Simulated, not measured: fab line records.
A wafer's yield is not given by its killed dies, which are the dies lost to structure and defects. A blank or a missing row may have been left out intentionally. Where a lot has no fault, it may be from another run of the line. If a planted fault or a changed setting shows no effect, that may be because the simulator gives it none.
fab line records    flow ritCmos
record: lots: 13  wafers: 39  lastDay: 7
route steps=202 shown NLDD@109 SPACER@128 NSD@137 M1@202
lots that met no fault: from a run of the same line without faults
startH: hours from the record's opening day to when the first of the lot's shown wafers began    waitH: hours since the lot's step before    " identical to the entry in the row above    L1.1+2: a row that stands for several wafers    - value missing, or start not given    * or withheld: withheld    < > ~ a bound
route shown NAME@n: NAME is a module with steps in the file, n the number in the route of the first one    usual: mean/standard deviation taken from wafers without a fault    same: alike in all rows    chamber/n: place in a boat    sites: per-site readings    _std_site: the standard deviation of these    _edge_site: outer sites' mean less inner sites'    radiusMm: for every site, how far away it sits from the centre of the wafer    mask NAME#n: copy n    behind: the most recent tool/chamber to have shaped the wafer    hold: cause of the lot's hold/its duration in hours/its outcome    device: transistor that didn't switch, given as n, p or np    end of line: tests of these same wafers at the route's end    where a step has no rows: the recipe by itself    killed: not the wafer's yield, but the dies lost to structure and defects at the first sort    map: dies across one wafer; x = killed, . = not, _ = none there
set.NAME: the run value of the setting; set.NAME@STEP: its run value at that earlier step    model.NAME: the simulator's own value behind a step, which no gauge read
one table for each step of the route and one row for each wafer, over a sample of lots
services: a tool's chamber out of use, with start hour (startH, from the record's first day; less than 0 if before it), hours out, and reason
== steps ==
step: RIT_NLDD_OVL_MEAS_06
usual: NLDD_OVL: 1.3/1.5
lot.wafer  tool        chamber  startH  waitH  NLDD_OVL[nm]
L620.1     overlay-01  -        42.96   -      2.8
L620.4     "           -        "       "      1.5
L620.6     "           -        "       "      2.8
L622.1     overlay-01  -        56.34   -      1.2
L622.2     "           -        "       "      3.2
L622.5     "           -        "       "      2.3
L624.1     overlay-02  -        65.16   -      0.4
L624.2     "           -        "       "      1.4
L624.6     "           -        "       "      1.4
L625.1     overlay-01  -        72.63   -      3.0
L625.5     "           -        "       "      2.7
L625.6     "           -        "       "      0.5
L627.2     overlay-02  -        76.87   -      3.8
L627.3     "           -        "       "      1.4
L627.5     "           -        "       "      1.2
L628.2     overlay-01  -        86.53   -      0.4
L628.4     "           -        "       "      -2.1
L628.6     "           -        "       "      1.1
L629.1     overlay-01  -        90.38   -      1.4
L629.3     "           -        "       "      0.9
L629.5     "           -        "       "      1.3
L630.2     overlay-02  -        93.50   -      0.9
L630.3     "           -        "       "      2.9
L630.4     "           -        "       "      3.5
L632.4     overlay-02  -        107.71  -      3.2
L632.5     "           -        "       "      3.8
L632.6     "           -        "       "      3.5
L634.1     overlay-02  -        111.82  -      4.1
L634.4     "           -        "       "      2.3
L634.6     "           -        "       "      2.1
L641.1     overlay-02  -        150.64  -      2.8
L641.2     "           -        "       "      0.5
L641.5     "           -        "       "      -1.0
L642.2     overlay-02  -        153.98  -      1.2
L642.4     "           -        "       "      1.9
L642.6     "           -        "       "      1.2
L643.2     overlay-01  -        160.37  -      -2.8
L643.4     "           -        "       "      -1.8
L643.6     "           -        "       "      -2.2
step: RIT_NLDD_TW_MEAS_10
usual: NLDD_TW: 2497/39
lot.wafer  tool          chamber  startH  waitH  NLDD_TW
L620.1     filmMetro-02  -        43.47   0.1    2529
L620.4     "             -        "       "      2524
L620.6     "             -        "       "      2534
L622.1     filmMetro-03  -        56.85   0.1    2449
L622.2     "             -        "       "      2442
L622.5     "             -        "       "      2455
L624.1     filmMetro-02  -        65.67   0.1    2527
L624.2     "             -        "       "      2527
L624.6     "             -        "       "      2519
L625.1     filmMetro-04  -        73.23   0.1    2516
L625.5     "             -        "       "      2518
L625.6     "             -        "       "      2509
L627.2     filmMetro-02  -        77.39   0.1    2525
L627.3     "             -        "       "      2518
L627.5     "             -        "       "      2518
L628.2     filmMetro-02  -        87.05   0.1    2531
L628.4     "             -        "       "      2524
L628.6     "             -        "       "      2525
L629.1     filmMetro-03  -        90.89   0.1    2465
L629.3     "             -        "       "      2438
L629.5     "             -        "       "      2467
L630.2     filmMetro-02  -        94.01   0.1    2525
L630.3     "             -        "       "      2542
L630.4     "             -        "       "      2514
L632.4     filmMetro-03  -        108.23  0.1    2449
L632.5     "             -        "       "      2440
L632.6     "             -        "       "      2434
L634.1     filmMetro-04  -        112.33  0.1    2513
L634.4     "             -        "       "      2520
L634.6     "             -        "       "      2520
L641.1     filmMetro-02  -        151.15  0.1    2524
L641.2     "             -        "       "      2532
L641.5     "             -        "       "      2527
L642.2     filmMetro-02  -        154.50  0.1    2523
L642.4     "             -        "       "      2515
L642.6     "             -        "       "      2526
L643.2     filmMetro-02  -        160.89  0.1    2534
L643.4     "             -        "       "      2532
L643.6     "             -        "       "      2537
step: RIT_SPACER_CVD_03
recipe: material: Si3N4  targetThkNm: 250  tempC: 810  precursor: SiH2Cl2/NH3  timeS: 3300  pressureMtorr: 300  sih2cl2FlowSccm: 60  nh3FlowSccm: 150
usual: zonePowerLoadPct: 21.6/1.8
lot.wafer  tool      chamber  startH  waitH  zonePowerLoadPct
L620.1     lpcvd-02  1        45.97   0.6    22.1
L620.4     "         1        "       "      22.3
L620.6     "         1        "       "      21.9
L622.1     lpcvd-01  0        59.16   0.3    19.3
L622.2     "         0        "       "      19.2
L622.5     "         0        "       "      19.0
L624.1     lpcvd-01  0        67.81   0.0    19.3
L624.2     "         0        "       "      19.4
L624.6     "         0        "       "      19.2
L625.1     lpcvd-02  0        75.08   0.0    24.9
L625.5     "         0        "       "      24.4
L625.6     "         0        "       "      24.5
L627.2     lpcvd-01  1        80.44   1.0    21.1
L627.3     "         1        "       "      21.2
L627.5     "         1        "       "      21.4
L628.2     lpcvd-02  1        89.04   0.0    22.6
L628.4     "         1        "       "      22.2
L628.6     "         1        "       "      22.1
L629.1     lpcvd-01  1        92.94   0.0    21.2
L629.3     "         1        "       "      21.2
L629.5     "         1        "       "      20.8
L630.2     lpcvd-02  1        95.87   0.0    21.9
L630.3     "         1        "       "      22.0
L630.4     "         1        "       "      22.3
L632.4     lpcvd-01  0        110.22  0.0    19.1
L632.5     "         0        "       "      19.4
L632.6     "         0        "       "      19.3
L634.1     lpcvd-02  0        114.40  0.0    24.6
L634.4     "         0        "       "      24.7
L634.6     "         0        "       "      24.7
L641.1     lpcvd-01  0        153.01  0.0    18.9
L641.2     "         0        "       "      19.3
L641.5     "         0        "       "      19.4
L642.2     lpcvd-01  1        156.48  0.0    21.3
L642.4     "         1        "       "      21.3
L642.6     "         1        "       "      21.4
L643.2     lpcvd-01  1        164.48  1.4    21.3
L643.4     "         1        "       "      20.7
L643.6     "         1        "       "      21.3
step: RIT_SPACER_THK_MEAS_04
recipe: reads: Si3N4_of_SPACER_CVD_03
usual: SPACER_NITRIDE_THK: 249.5/2.5
lot.wafer  tool          chamber  startH  waitH  hold                     SPACER_NITRIDE_THK[nm]
L620.1     filmMetro-01  -        47.88   0.0    -                        247.3
L620.4     "             -        "       "      -                        248.8
L620.6     "             -        "       "      -                        251.2
L622.1     filmMetro-03  -        61.08   0.0    -                        247.5
L622.2     "             -        "       "      -                        250.4
L622.5     "             -        "       "      -                        248.3
L624.1     filmMetro-02  -        69.72   0.0    -                        250.5
L624.2     "             -        "       "      -                        249.1
L624.6     "             -        "       "      -                        249.6
L625.1     filmMetro-01  -        76.99   0.0    -                        248.7
L625.5     "             -        "       "      -                        247.2
L625.6     "             -        "       "      -                        247.9
L627.2     filmMetro-03  -        82.37   0.0    -                        251.2
L627.3     "             -        "       "      -                        251.6
L627.5     "             -        "       "      -                        251.9
L628.2     filmMetro-01  -        90.97   0.0    -                        247.9
L628.4     "             -        "       "      -                        251.0
L628.6     "             -        "       "      -                        248.4
L629.1     filmMetro-02  -        94.86   0.0    -                        248.4
L629.3     "             -        "       "      -                        247.5
L629.5     "             -        "       "      -                        251.3
L630.2     filmMetro-02  -        98.76   0.0    -                        246.0
L630.3     "             -        "       "      -                        247.5
L630.4     "             -        "       "      -                        243.7
L632.4     filmMetro-02  -        112.17  0.0    -                        249.5
L632.5     "             -        "       "      -                        251.1
L632.6     "             -        "       "      -                        250.5
L634.1     filmMetro-03  -        116.31  0.0    awaitDispo/0.2h/release  215.4
L634.4     "             -        "       "      awaitDispo/0.2h/release  217.2
L634.6     "             -        "       "      awaitDispo/0.2h/release  218.0
L634.1     filmMetro-03  -        116.65  0.3    -                        215.4
L634.4     "             -        "       "      -                        217.1
L634.6     "             -        "       "      -                        218.2
L641.1     filmMetro-03  -        154.93  0.0    -                        253.8
L641.2     "             -        "       "      -                        255.8
L641.5     "             -        "       "      -                        253.4
L642.2     filmMetro-02  -        158.40  0.0    -                        253.0
L642.4     "             -        "       "      -                        251.1
L642.6     "             -        "       "      -                        252.2
L643.2     filmMetro-01  -        166.41  0.0    -                        252.2
L643.4     "             -        "       "      -                        251.9
L643.6     "             -        "       "      -                        255.3
step: RIT_SPACER_ETCHBACK_05
recipe: targetDepthA: 2500  SF6_flow_sccm: 30  CHF3_flow_sccm: 30  target: Si3N4  chemistry: SF6/CHF3  pressureMtorr: 40  rfW: 250  timeS: 240  stopOn: SiO2
usual: drypumpMotorCurrentA: 5.7/0.41  oesProductAu: 0.844/0.014  throttleValvePct: 10.26/0.17
lot.wafer  tool        chamber  startH  waitH  hold                     drypumpMotorCurrentA  oesProductAu  rfHoursCounterH  throttleValvePct
L620.1     rieDiel-04  2        47.94   0.1    -                        5.6                   0.827         106              10.21
L620.4     "           1        "       "      -                        5.8                   0.858         8                10.29
L620.6     "           0        "       "      -                        5.3                   0.840         -                10.36
L622.1     rieDiel-04  1        61.14   0.1    -                        5.8                   0.856         9                10.29
L622.2     "           3        "       "      -                        6.6                   0.860         91               10.63
L622.5     "           2        "       "      -                        5.6                   0.838         -                10.22
L624.1     rieDiel-02  2        69.78   0.1    -                        6.0                   0.809         103              9.94
L624.2     "           0        "       "      -                        5.1                   0.845         75               10.30
L624.6     "           2        "       "      -                        6.0                   0.808         -                9.95
L625.1     rieDiel-02  2        77.05   0.1    -                        6.0                   0.812         103              9.95
L625.5     "           0        "       "      -                        5.1                   0.851         -                10.27
L625.6     "           3        "       "      -                        5.5                   0.837         -                10.19
L627.2     rieDiel-04  3        82.42   0.0    -                        6.6                   0.848         91               10.64
L627.3     "           2        "       "      -                        5.6                   0.839         106              10.21
L627.5     "           1        "       "      -                        5.8                   0.873         -                10.31
L628.2     rieDiel-02  3        91.02   0.0    -                        5.5                   0.836         146              10.18
L628.4     "           0        "       "      -                        5.1                   0.860         76               10.26
L628.6     "           0        "       "      -                        5.0                   0.847         -                10.27
L629.1     rieDiel-04  3        94.92   0.1    -                        6.6                   0.844         92               10.63
L629.3     "           2        "       "      -                        5.6                   0.826         107              10.20
L629.5     "           3        "       "      -                        6.6                   0.852         -                10.63
L630.2     rieDiel-02  3        98.81   0.0    -                        5.4                   0.843         147              10.18
L630.3     "           2        "       "      -                        6.0                   0.808         103              9.96
L630.4     "           0        "       "      -                        5.2                   0.835         76               10.28
L632.4     rieDiel-02  1        112.20  0.0    -                        5.7                   0.847         0                10.16
L632.5     "           3        "       "      -                        5.5                   0.857         -                10.20
L632.6     "           0        "       "      -                        5.1                   0.855         -                10.27
L634.1     rieDiel-03  3        118.62  2.0    awaitDispo/1.9h/release  5.9                   0.754         9                10.07
L634.4     "           1        "       "      awaitDispo/1.9h/release  5.8                   0.761         41               10.27
L634.6     "           2        "       "      awaitDispo/1.9h/release  6.0                   0.778         -                10.44
L641.1     rieDiel-02  0        154.99  0.1    -                        5.2                   0.856         77               10.28
L641.2     "           2        "       "      -                        5.9                   0.826         104              9.95
L641.5     "           2        "       "      -                        5.9                   0.828         -                9.96
L642.2     rieDiel-04  3        158.45  0.0    -                        6.6                   0.846         93               10.63
L642.4     "           1        "       "      -                        5.8                   0.868         11               10.29
L642.6     "           2        "       "      -                        5.6                   0.849         -                10.22
L643.2     rieDiel-04  1        166.46  0.0    -                        5.8                   0.863         11               10.29
L643.4     "           0        "       "      -                        5.2                   0.838         2                10.35
L643.6     "           0        "       "      -                        5.3                   0.842         -                10.36
step: RIT_NSD_OVL_MEAS_06
usual: NSD_OVL: 0.6/1.3
lot.wafer  tool        chamber  startH  waitH  NSD_OVL[nm]
L620.1     overlay-01  -        49.07   -      0.5
L620.4     "           -        "       "      0.7
L620.6     "           -        "       "      1.5
L622.1     overlay-01  -        62.14   -      0.1
L622.2     "           -        "       "      2.7
L622.5     "           -        "       "      0.2
L624.1     overlay-01  -        70.78   -      -2.9
L624.2     "           -        "       "      -2.5
L624.6     "           -        "       "      -1.4
L625.1     overlay-02  -        78.20   -      -0.8
L625.5     "           -        "       "      -0.7
L625.6     "           -        "       "      0.0
L627.2     overlay-01  -        83.55   -      1.6
L627.3     "           -        "       "      0.9
L627.5     "           -        "       "      -0.1
L628.2     overlay-01  -        92.42   -      0.4
L628.4     "           -        "       "      2.3
L628.6     "           -        "       "      -0.8
L629.1     overlay-02  -        96.04   -      2.5
L629.3     "           -        "       "      2.8
L629.5     "           -        "       "      2.2
L630.2     overlay-01  -        99.94   -      -0.1
L630.3     "           -        "       "      1.6
L630.4     "           -        "       "      0.4
L632.4     overlay-02  -        113.39  -      -0.5
L632.5     "           -        "       "      0.0
L632.6     "           -        "       "      2.2
L634.1     overlay-02  -        119.99  -      -0.4
L634.4     "           -        "       "      2.0
L634.6     "           -        "       "      1.2
L641.1     overlay-02  -        155.99  -      0.7
L641.2     "           -        "       "      -0.1
L641.5     "           -        "       "      0.8
L642.2     overlay-02  -        159.46  -      2.6
L642.4     "           -        "       "      1.3
L642.6     "           -        "       "      -1.0
L643.2     overlay-02  -        167.47  -      0.9
L643.4     "           -        "       "      1.1
L643.6     "           -        "       "      1.1
step: RIT_M1_PROBE_99
usual: killedAtContacts: 0.1/0.27  killedAtFrontEnd: 6.7/2.9  killedDies: 6.7/2.9  killedOpen: 3.4/1.8  killedShort: 3.3/2.2
same: grossDies: 264  killed_at_M0_to_M3: 0  killed_at_M4_up: 0  killedAtBackSide: 0  killedAtOther: 0
lot.wafer  tool       chamber  startH  waitH  killedAtContacts  killedAtFrontEnd  killedDies  killedOpen  killedShort
L624.1     prober-02  -        81.07   0.1    0                 6                 6           3           3
L624.2     prober-02  -        81.12   0.1    0                 8                 8           5           3
L624.6     prober-02  -        81.32   0.2    0                 3                 3           1           2
L627.2     prober-01  -        105.51  0.1    0                 6                 6           3           3
L627.3     prober-01  -        105.56  0.2    0                 8                 8           5           3
L627.5     prober-01  -        105.66  0.2    0                 5                 5           3           2
L632.4     prober-01  -        123.70  0.2    0                 4                 4           4           0
L632.5     prober-01  -        123.75  0.2    0                 10                10          6           4
L632.6     prober-01  -        123.80  0.2    0                 4                 4           3           1
L634.1     prober-01  -        130.86  0.1    0                 7                 7           6           1
L634.4     prober-01  -        131.01  0.2    0                 5                 5           2           3
L634.6     prober-01  -        131.11  0.2    0                 5                 5           3           2
L641.1     prober-02  -        166.02  0.1    0                 10                10          3           7
L641.2     prober-02  -        166.07  0.1    0                 5                 5           3           2
L641.5     prober-02  -        166.22  0.2    0                 2                 2           1           1
L642.2     prober-01  -        169.56  0.1    0                 6                 6           2           4
L642.4     prober-01  -        169.66  0.2    0                 7                 7           6           1
L642.6     prober-01  -        169.76  0.2    0                 9                 9           5           4
L643.2     prober-02  -        177.22  0.1    0                 4                 4           2           2
L643.4     prober-02  -        177.32  0.2    0                 4                 4           3           1
L643.6     prober-02  -        177.42  0.2    0                 6                 6           4           2
killed by level:class
L624.1 GATE:geometricParticle:short=3 GATE:geometricParticle:open=3
L624.2 GATE:geometricParticle:open=2 ACTIVE:geometricParticle:open=1 FOX1:geometricParticle:short=1 GATE:geometricParticle:short=1 SPACER:geometricParticle:open=1 SILICIDE:geometricParticle:short=1 SILICIDE:geometricParticle:open=1
L624.6 GATE:geometricParticle:short=2 GATE:geometricParticle:open=1
L627.2 GATE:geometricParticle:open=2 SPACER:geometricParticle:short=2 GATE:geometricParticle:short=1 SPACER:geometricParticle:open=1
L627.3 GATE:geometricParticle:open=3 GATE:geometricParticle:short=2 FOX2:geometricParticle:open=1 REOX:geometricParticle:short=1 SILICIDE:geometricParticle:open=1
L627.5 FOX1:geometricParticle:open=1 GATE:geometricParticle:open=1 GATE:geometricParticle:short=1 REOX:geometricParticle:short=1 REOX:geometricParticle:open=1
L632.4 REOX:geometricParticle:open=2 FOX1:geometricParticle:open=1 GATE:geometricParticle:open=1
L632.5 GATE:geometricParticle:short=4 GATE:geometricParticle:open=4 REOX:geometricParticle:open=2
L632.6 GATE:geometricParticle:open=1 REOX:geometricParticle:short=1 SPACER:geometricParticle:open=1 SILICIDE:geometricParticle:open=1
L634.1 GATE:geometricParticle:open=4 FOX1:geometricParticle:short=1 SPACER:geometricParticle:open=1 SILICIDE:geometricParticle:open=1
L634.4 SILICIDE:geometricParticle:short=2 SPACER:geometricParticle:open=1 SPACER:geometricParticle:short=1 SILICIDE:geometricParticle:open=1
L634.6 GATE:geometricParticle:open=2 FOX1:geometricParticle:short=1 SPACER:geometricParticle:short=1 SILICIDE:geometricParticle:open=1
L641.1 FOX2:geometricParticle:short=2 REOX:geometricParticle:open=2 SILICIDE:geometricParticle:short=2 FOX2:geometricParticle:open=1 GATE:geometricParticle:short=1 REOX:geometricParticle:short=1 SPACER:geometricParticle:short=1
L641.2 FOX1:geometricParticle:short=2 GATE:geometricParticle:open=2 SPACER:geometricParticle:open=1
L641.5 REOX:geometricParticle:short=1 SPACER:geometricParticle:open=1
L642.2 GATE:geometricParticle:open=2 SPACER:geometricParticle:short=2 GATE:geometricParticle:short=1 REOX:geometricParticle:short=1
L642.4 GATE:geometricParticle:open=3 FOX1:geometricParticle:short=1 FOX1:geometricParticle:open=1 FOX2:geometricParticle:open=1 SILICIDE:geometricParticle:open=1
L642.6 FOX1:geometricParticle:short=2 GATE:geometricParticle:open=2 SPACER:geometricParticle:open=2 FOX1:geometricParticle:open=1 GATE:geometricParticle:short=1 SPACER:geometricParticle:short=1
L643.2 FOX1:geometricParticle:short=1 FOX1:geometricParticle:open=1 SPACER:geometricParticle:open=1 SILICIDE:geometricParticle:short=1
L643.4 FOX1:geometricParticle:short=1 FOX1:geometricParticle:open=1 GATE:geometricParticle:open=1 SILICIDE:geometricParticle:open=1
L643.6 SILICIDE:geometricParticle:open=2 FOX2:geometricParticle:short=1 GATE:geometricParticle:open=1 REOX:geometricParticle:open=1 REOX:geometricParticle:short=1
== services ==
tool        chamber  startH  hours  kind
rieDiel-03  0        54.50   1.9    repair
rieDiel-02  1        62.93   -      clean
rieDiel-02  1        62.93   22.2   scheduledDown
rieDiel-02  1        62.93   22.2   ventCycle
rieDiel-03  -        68.33   1.2    repair
rieDiel-02  -        70.82   3.2    repair
rieDiel-02  3        82.61   6.1    repair
rieDiel-03  1        96.18   13.8   repair
rieDiel-04  0        141.71  13.2   repair
lpcvd-02    -        147.70  29.3   repair
rieDiel-02  3        154.67  -      clean
rieDiel-02  3        154.67  21.4   scheduledDown
rieDiel-02  3        154.67  21.4   ventCycle
rieDiel-03  -        164.93  1.1    repair
== key ==
firstSign: step: RIT_SPACER_THK_MEAS_04  reading: visit  direction: added
effect: step: RIT_SPACER_THK_MEAS_04  reading: SPACER_NITRIDE_THK  direction: down  sigmas: 13  usual: 249.5  struck: 216.9
effect: step: RIT_SPACER_ETCHBACK_05  reading: oesProductAu  direction: down  sigmas: 5.5  usual: 0.844  struck: 0.764
metAt RIT_SPACER_CVD_03
struckLots L634
struckWafers L634.1,L634.4,L634.6
testerLeftOut L634
notActingAt RIT_NLDD_OVL_MEAS_06,RIT_NLDD_TW_MEAS_10,RIT_NSD_OVL_MEAS_06
onsetBetween 75.08 114.40
fault: kind: processParameterDrift  tool: lpcvd-02  chamber: 0  onsetH: 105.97  steps: RIT_SPACER_CVD_03  channel: targetThkNm  offset: -32.5  shape: step  endH: 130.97  actsIn: theseRecipesOnly  stated: 250
testerLeftOut: of these lots the tester's yield and bins aren't shown, on N5 and GAA mostly nor the transistor test; their killed dies are dies lost to structure and defects alone, not to doping, threshold or leakage, so they don't give the yield
